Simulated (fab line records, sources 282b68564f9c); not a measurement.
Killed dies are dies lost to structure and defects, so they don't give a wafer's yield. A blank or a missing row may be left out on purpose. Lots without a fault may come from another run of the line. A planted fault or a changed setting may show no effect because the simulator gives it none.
Which tool did it? ; flow ritCmos ; 21 wafers from 7 lots sampled at 2 of the route's 202 steps

## WHAT THE GAUGES SHOWED, per wafer
RIT_ACTIVE_THK_MEAS_04.
lot;measured;on;ACTIVE_NITRIDE_THK (nm)
L458;day 1 18:56;filmMetro-03;151.4 152.2 151.7
L460;day 2 05:55;filmMetro-03;149.4 149.2 150.5
L462;day 2 17:10;filmMetro-01;149.6 149.0 149.0
L464;day 3 05:07;filmMetro-03;152.2 152.9 150.9
L467;day 3 16:48;filmMetro-02;148.2 147.9 148.9
L472;day 4 19:31;filmMetro-03;192.4 191.3 191.9
L478;day 5 22:58;filmMetro-03;149.4 151.5 149.7

## EACH LOT AND THE TOOL THAT RAN IT (in order: tool; ch and the chambers of the sampled wafers; start)
lot;RIT_ACTIVE_CVD_03
L458;lpcvd-01 ch 1, day 1 17:31
L460;lpcvd-02 ch 1, day 2 04:28
L462;lpcvd-01 ch 1, day 2 15:43
L464;lpcvd-02 ch 0, day 3 02:59
L467;lpcvd-01 ch 0, day 3 15:22
L472;lpcvd-02 ch 0, day 4 17:23
L478;lpcvd-01 ch 1, day 5 21:32
- RIT_ACTIVE_CVD_03: deposits Si3N4 from SiH2Cl2/NH3, target thk 150 nm, time 1500 s.

## THE ANSWER, worked out from the rows above alone
Rule: the usual values come from the lots themselves. The widest of any qualifying gaps counts: lots, ordered by their means at a reading, are off when they make up no more than a third of the lots, leave a main group of 4 or more, and stand apart from it by 3 or more times the standard deviation of that group's means. If all means in a main group match to the digits the tables above print for the reading, that group is not used. Also off: a lot with no number at a reading for which 4 or more lots have one. The other lots that the step has rows for count as sound.
Off: L472, at RIT_ACTIVE_THK_MEAS_04 (ACTIVE_NITRIDE_THK). Mean 150.2 nm and standard deviation 1.3 in the main group.
If a tool, at a process step before that reading, ran all the lots that are off and no sound lot after the first of them, it fits. Gauges at RIT_ACTIVE_THK_MEAS_04: tried the same way as those tools. One fits: RIT_ACTIVE_CVD_03 on lpcvd-02. A fault onset in the window from L464 (day 3 02:59, its last sound lot) to L472 (day 4 17:23, its first lot off) fits.

## WHAT WAS PUT IN BY THE SIMULATOR
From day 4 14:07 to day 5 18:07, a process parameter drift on lpcvd-02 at RIT_ACTIVE_CVD_03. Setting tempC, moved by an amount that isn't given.
Struck lots among those shown: L472. The rule given above showed the same thing.
